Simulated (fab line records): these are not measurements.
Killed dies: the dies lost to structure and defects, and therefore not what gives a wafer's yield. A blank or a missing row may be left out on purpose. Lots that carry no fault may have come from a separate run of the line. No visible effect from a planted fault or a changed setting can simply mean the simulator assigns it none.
8D (eight disciplines) problem report, filled in by code + flow berkeley-cmos170 + the parts of the form that need people (team, actions taken, sign-off) are left out

== 1. WHAT IS WRONG ==
Across 8 wafers from 3 lots, NLDD_OVL at UCB170_NLDD_OVL_MEAS_07 averages 177 nm, while fault-free wafers read -2 nm with a standard deviation of 6. That puts it +30 standard deviations away from the usual mean.
First seen on wafer L119.1, day 7 18:21, on overlay-02. The record has a number at this step for 44 wafers belonging to 15 lots. By rule, "out" or "out of limits" means more than 4 standard deviations away from the usual mean. Any other wafer with a number is counted as sound.

== 2. WHAT IT IS, AND WHAT IT ISN'T ==
| question                    | is                     | is not                                                                                             |
|-----------------------------|------------------------|----------------------------------------------------------------------------------------------------|
| which readings at this step | NLDD_OVL               | -                                                                                                  |
| which lots                  | L119, L121, L126       | L112, L113, L114, L115, L116, L117, L123, L127, L128, L132, L134, L135                             |
| which wafers of those lots  | all that have a number | -                                                                                                  |
| read on which gauges        | overlay-01, overlay-02 | -                                                                                                  |
| when                        | from day 7 18:21       | up to then (18 sound wafers); but 18 sound wafers of L123, L127, L128, L132, L134, L135 came after |

== 3. WHAT RULES OUT EACH SUSPECT ==
Counting: a tool at a process step up to the reading stays a suspect if it ran every lot that is out and no sound lot after the first of them.
- the gauge at UCB170_NLDD_OVL_MEAS_07 has been ruled out. Those wafers that are out were read across 2 gauges (overlay-01, overlay-02).
- krf-scanner-01 at UCB170_NLDD_EXPOSE_03 (exposes mask NSELECT, target cd 1200 nm): kept. It ran every lot that is out, first L119 (day 7 17:22), and no sound lot after that; its last sound lot up to then is L114 (day 6 15:55).
After counting, what remains is krf-scanner-01 at UCB170_NLDD_EXPOSE_03.

== 4. THE CAUSE (what the simulator had put in) ==
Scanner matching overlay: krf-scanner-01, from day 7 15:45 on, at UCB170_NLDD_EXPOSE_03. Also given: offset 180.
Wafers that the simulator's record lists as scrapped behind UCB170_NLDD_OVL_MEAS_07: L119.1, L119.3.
The count eliminated every tool but this one.

== 5. SEQUENCE OF EFFECTS, ordered by route ==
One row per reading whose mean, taken over the struck wafers that have a number, lies over 3 standard deviations from the usual. Only readings for which the record gives a usual standard deviation are gone through. hours: the time from each lot's start at the first step in this table that gives one to its start at this step, as a median over the lots. sigmas: the change in usual standard deviations.
| hours | step                    | reading  | usual | on struck wafers | change | sigmas |
|-------|-------------------------|----------|-------|------------------|--------|--------|
| 0     | UCB170_NLDD_OVL_MEAS_07 | NLDD_OVL | -2 nm | 177              | +179   | +30    |
Later steps that measure or inspect, where all struck wafers having a row at the step show a number for every such reading and not one has moved that far: UCB170_NLDD_TW_MEAS_11.

== 6. HOW IT WOULD HAVE BEEN CAUGHT EARLIER ==
In this record the first reading out of limits at a measuring or inspecting step was taken at day 7 18:21, 3 hours after the fault began at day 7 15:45.
Tool readings at UCB170_NLDD_EXPOSE_03 with a usual standard deviation given in the record: none out on any struck wafer, hence no alarm at a limit of 4 standard deviations on them.
Among the 3 lots that are out, L121, L126 began UCB170_NLDD_EXPOSE_03 on krf-scanner-01 after day 7 18:21. A hold on the tool at that time would have spared those 2.
